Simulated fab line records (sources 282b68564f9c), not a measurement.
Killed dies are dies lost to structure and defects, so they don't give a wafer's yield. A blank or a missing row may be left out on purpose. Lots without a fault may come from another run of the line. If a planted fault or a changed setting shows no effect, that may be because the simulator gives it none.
2 desks, one fault ; flow rit-cmos ; each desk holds nothing but its own numbers, with what lay behind them at the end

## TOOL OWNER'S DESK, furnace-03
The tool's own readings at RIT_FOX2_OXIDATION_00 (target thk 350.7 nm, ox time 1130 s): means of the sampled wafers that have a number, for each lot that ran on this tool. Marked OUT: a lot whose mean sits more than 4 standard deviations from the usual mean, which makes it out of limits; the brackets give that distance.
Columns: A = spike-tc-centre-C at RIT_FOX2_OXIDATION_00, usual 1103.2 C; B = spike-tc-load-C at RIT_FOX2_OXIDATION_00, usual 1130 C; C = spike-tc-source-C at RIT_FOX2_OXIDATION_00, usual 1127.0 C; D = tube-center-temp-C at RIT_FOX2_OXIDATION_00, usual 1100 C; E = tube_center_temp_C_max at RIT_FOX2_OXIDATION_00, usual 1102.8; F = zone-power-load-pct at RIT_FOX2_OXIDATION_00, usual 41 %
lot;first seen here;A;B;C;D;E;F
L333;day 1 20:04;1102.8;1130;1129.3;1100;1103.5;35
L342;day 3 20:20;1103.9;1129;1128.3;1100;1102.6;35
L347;day 4 20:31;1077.8 (-21) OUT;1104 (-8.3) OUT;1104.3 (-12) OUT;1075 (-99 or more) OUT;1077.6 (-54) OUT;33
L349;day 5 04:34;1078.7 (-20) OUT;1104 (-8.5) OUT;1104.3 (-12) OUT;1075 (-99 or more) OUT;1078.0 (-53) OUT;33
L350;day 5 13:58;1078.4 (-21) OUT;1103 (-8.6) OUT;1105.0 (-12) OUT;1075 (-99 or more) OUT;1077.8 (-53) OUT;33
Finding of this desk: L347, L349, L350 out of limits; the first was L347 at day 4 20:31, on spike-tc-centre-C at RIT_FOX2_OXIDATION_00. Within limits: L333, L342.

## AT THE METROLOGY DESK
Lot by lot, what the gauges showed, no matter which tool ran the lot: averages of those sampled wafers that carry a number. Marked OUT: a lot whose mean sits more than 4 standard deviations from the usual mean, which makes it out of limits; the brackets give that distance.
Columns: A = FOX2_OXIDE_THK at RIT_FOX2_THK_MEAS_01, usual 353 nm; B = FIELD_OXIDE_LEFT_1_THK at RIT_FOX2_THK_MEAS_90, usual 326 nm; C = FIELD_OXIDE_LEFT_2_THK at RIT_FOX2_THK_MEAS_91, usual 257 nm; D = cd-nm at RIT_CONTACT_CD_MEAS_90, usual 1000.4 nm; E = M1_OVL at RIT_M1_OVL_MEAS_10, usual -1.3 nm
lot;first seen here;A;B;C;D;E
L333;day 1 21:23;352;324;255;997.5;-3.3
L334;day 2 04:22;354;327;258;1003.6;-2.4
L335;day 2 06:56;361;334;267;1001.9;-0.2
L336;day 2 11:52;359;331;263;998.9;-0.5
L337;day 2 20:13;354;327;258;1000.5;-0.9
L342;day 3 21:39;342;315;246;999.8;-0.4
L343;day 4 02:16;368;340;272;1002.0;-1.7
L347;day 4 21:51;307 (-7.5) OUT;279 (-7.5) OUT;212 (-7.1) OUT;1000.2;-1.7
L349;day 5 05:53;311 (-6.9) OUT;284 (-6.8) OUT;217 (-6.3) OUT;997.1;-0.8
L350;day 5 15:18;309 (-7.3) OUT;281 (-7.3) OUT;213 (-6.9) OUT;1000.7;-0.8
L351;day 5 18:45;345;317;248;1001.2;-2.6
L353;day 6 02:47;357;330;262;1001.3;-2.0
L355;day 6 18:47;345;317;249;998.6;-2.7
L356;day 7 04:17;349;322;253;999.8;1.8
Finding of this desk: L347, L349, L350 out of limits, first seen on L347 at day 4 21:51 (FOX2_OXIDE_THK at RIT_FOX2_THK_MEAS_01). Within limits: L333, L334, L335, L336, L337, L342, L343, L351, L353, L355, L356.

## BROUGHT TOGETHER
The tool owner's desk had the chance to raise an alarm at day 4 20:31 on L347, L349, L350.
An alarm was possible from the metrology desk at day 4 21:51, on L347, L349, L350.
The lots listed all ran RIT_FOX2_OXIDATION_00 on furnace-03.

## WHAT WAS PUT IN BY THE SIMULATOR
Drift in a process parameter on furnace-03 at RIT_FOX2_OXIDATION_00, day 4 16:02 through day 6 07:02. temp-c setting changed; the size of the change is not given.
Shown lots that were struck: L347, L349, L350.
Delay (hours) between the fault's onset and each desk's first out-of-limits reading: 4 at the tool owner's desk, 6 at the metrology desk.
